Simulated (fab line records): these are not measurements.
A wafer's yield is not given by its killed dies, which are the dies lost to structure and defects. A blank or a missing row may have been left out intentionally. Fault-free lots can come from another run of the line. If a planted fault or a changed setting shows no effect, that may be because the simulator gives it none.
The same fault as seen by 2 desks -- flow berkeley_cmos170 -- numbers are kept per desk, each desk with only its own; the story behind them comes last

DESK OF THE TOOL OWNER: furnace-01
The tool's own readings at UCB170_GATE_OXIDATION_01 (target thk 6.6 nm, ox time 1800 s): means of the sampled wafers that have a number, for each lot that ran on this tool. A lot is out of limits, marked OUT, if its mean lies more than 4 standard deviations from the usual mean; the brackets give that distance.
Columns: A = spike_tc_centre_C at UCB170_GATE_OXIDATION_01, usual 853.1 C; B = spike_tc_load_C at UCB170_GATE_OXIDATION_01, usual 877.6 C; C = tube_center_temp_C at UCB170_GATE_OXIDATION_01, usual 849.99 C; D = tube_center_temp_C_max at UCB170_GATE_OXIDATION_01, usual 852.2
lot,first seen here,A,B,C,D
L814,day 7 01:53,854.0,877.4,850.00,852.2
L818,day 8 07:34,853.7,878.1,849.99,852.1
L819,day 8 07:34,854.1,878.5,850.01,852.5
L822,day 9 00:24,854.1,877.9,849.93,852.1
L824,day 9 13:51,848.6,873.7,844.95 (-64) OUT,847.6 (-14) OUT
L827,day 10 22:02,848.8,871.9 (-4.4) OUT,844.98 (-63) OUT,847.4 (-14) OUT
This desk finds L824, L827 out of limits, L824 being first, at day 9 13:51 (tube_center_temp_C at UCB170_GATE_OXIDATION_01). L814, L818, L819, L822 stayed within limits.

METROLOGY DESK
Lot by lot, what the gauges showed, no matter which tool ran the lot: averages of those sampled wafers that carry a number. A lot is out of limits, marked OUT, if its mean lies more than 4 standard deviations from the usual mean; the brackets give that distance.
Columns: A = PFIELD_OVL at UCB170_PFIELD_OVL_MEAS_06, usual -6 nm; B = SACOX_OXIDE_THK at UCB170_SACOX_THK_MEAS_02, usual 14.31 nm; C = GATE_OXIDE_THK at UCB170_GATE_THK_MEAS_02, usual 6.54 nm; D = cd_nm at UCB170_PLDD_CD_MEAS_06, usual 1199.9 nm
lot,first seen here,A,B,C,D
L806,day 4 10:44,-14,14.43,6.66,1199.9
L812,day 5 11:53,-9,14.38,6.49,1199.9
L811,day 5 12:36,-6,14.36,6.51,1199.9
L814,day 5 18:30,-5,13.82,6.49,1199.4
L815,day 6 21:42,-3,14.40,6.59,1199.7
L816,day 6 22:02,-5,14.44,6.49,1197.7
L818,day 7 03:04,2,14.00,6.65,1199.2
L819,day 7 03:16,-10,14.03,6.34,1200.5
L822,day 7 14:01,-11,14.69,6.53,1200.1
L824,day 7 21:51,-13,14.47,6.29,1199.6
L826,day 8 09:58,-16,14.42,6.47,1199.5
L829,day 8 21:47,0,14.28,6.43,1198.9
L827,day 8 22:02,-1,14.10,6.19,1200.6
L828,day 9 17:13,-4,14.82,6.64,1200.1
This desk found nothing out of limits on any of the 14 lots.

BROUGHT TOGETHER
An alarm could have come from the tool owner's desk at day 9 13:51, on L824, L827.
At the metrology desk, nothing out of limits was observed.
The metrology desk has L824, L827 on record, within its limits.
Of the lots named, all ran UCB170_GATE_OXIDATION_01 on furnace-01.

WHAT THE SIMULATOR HAD PUT IN
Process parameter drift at UCB170_GATE_OXIDATION_01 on furnace-01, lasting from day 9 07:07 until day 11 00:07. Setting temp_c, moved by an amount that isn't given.
Lots struck among those shown: L824, L827.
Hours from the fault's start to each desk's first reading out of limits: the tool owner's desk, 7.
